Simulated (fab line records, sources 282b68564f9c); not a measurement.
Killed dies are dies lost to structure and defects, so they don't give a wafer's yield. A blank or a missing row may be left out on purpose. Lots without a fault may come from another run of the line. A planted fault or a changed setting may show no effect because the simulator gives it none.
Problem report in the 8D (eight disciplines) form, filled by code | flow rit_cmos | the parts of the form that need people (team, actions taken, sign-off) are left out

1. THE PROBLEM
run_length_s at RIT_M1_METAL_ETCH_12 reads a mean of 153.0 s on 9 wafers of 3 lots; wafers without a fault read 193.3 s with a standard deviation of 0.68. That is -59 standard deviations from the usual mean.
The step: etches Al in Cl2/BCl3, stops on SiO2, time 165 s, target depth 600 nm.
First seen on wafer L713.1, day 5 08:24, on rie_metal-02. The record holds 21 wafers of 7 lots with a number at this step. Rule for "out", or "out of limits": more than 4 standard deviations from the usual mean. The other wafers with a number count as sound.

2. WHAT IT IS AND WHAT IT IS NOT
question                    | is                           | is not
which readings at this step | run_length_s, oes_product_au | drypump_motor_current_A, throttle_valve_pct
which lots                  | L713, L716, L719             | L705, L706, L721, L722
which wafers of those lots  | all that have a number       | -
read on which tools         | rie_metal-02                 | rie_metal-01, rie_metal-04
when                        | from day 5 08:24             | up to then (6 sound wafers); but 6 sound wafers of L721, L722 came after

3. SUSPECTS, AND WHAT RULES EACH OUT
Counting: a tool at a process step up to the reading stays a suspect if it ran every lot that is out and no sound lot after the first of them.
- rie_metal-02 at RIT_M1_METAL_ETCH_12 (etches Al in Cl2/BCl3, stops on SiO2, time 165 s, target depth 600 nm): kept. It ran every lot that is out, first L713 (day 5 08:24), and no sound lot after that; its last sound lot up to then is L705 (day 3 15:02). Its own readings are out on those wafers: oes_product_au, run_length_s.
Left after counting: rie_metal-02 at RIT_M1_METAL_ETCH_12.

4. THE CAUSE (what the simulator had put in)
Process parameter drift: rie_metal-02, from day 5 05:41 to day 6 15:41, at RIT_M1_METAL_ETCH_12. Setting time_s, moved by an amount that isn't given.
Counting left only this tool.

5. THE CHAIN OF EFFECTS, in route order
Each row: a reading whose mean over the struck wafers that have a number lies more than 3 standard deviations from the usual. Only readings for which the record gives a usual standard deviation are gone through. hours: the time from each lot's start at the first step in this table that gives one to its start at this step, as a median over the lots. sigmas: the change in usual standard deviations.
hours | step                 | reading        | usual      | on struck wafers | change | sigmas
0     | RIT_M1_METAL_ETCH_12 | oes_product_au | 0.781 a.u. | 0.993            | +0.212 | +15
0     | RIT_M1_METAL_ETCH_12 | run_length_s   | 193.3 s    | 153.0            | -40.3  | -59
The process steps in it:
- RIT_M1_METAL_ETCH_12: etches Al in Cl2/BCl3, stops on SiO2, time 165 s, target depth 600 nm.

6. WHAT WOULD HAVE CAUGHT IT SOONER
In this record the first reading out of limits was taken at day 5 08:24, 3 hours after the fault began at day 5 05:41.
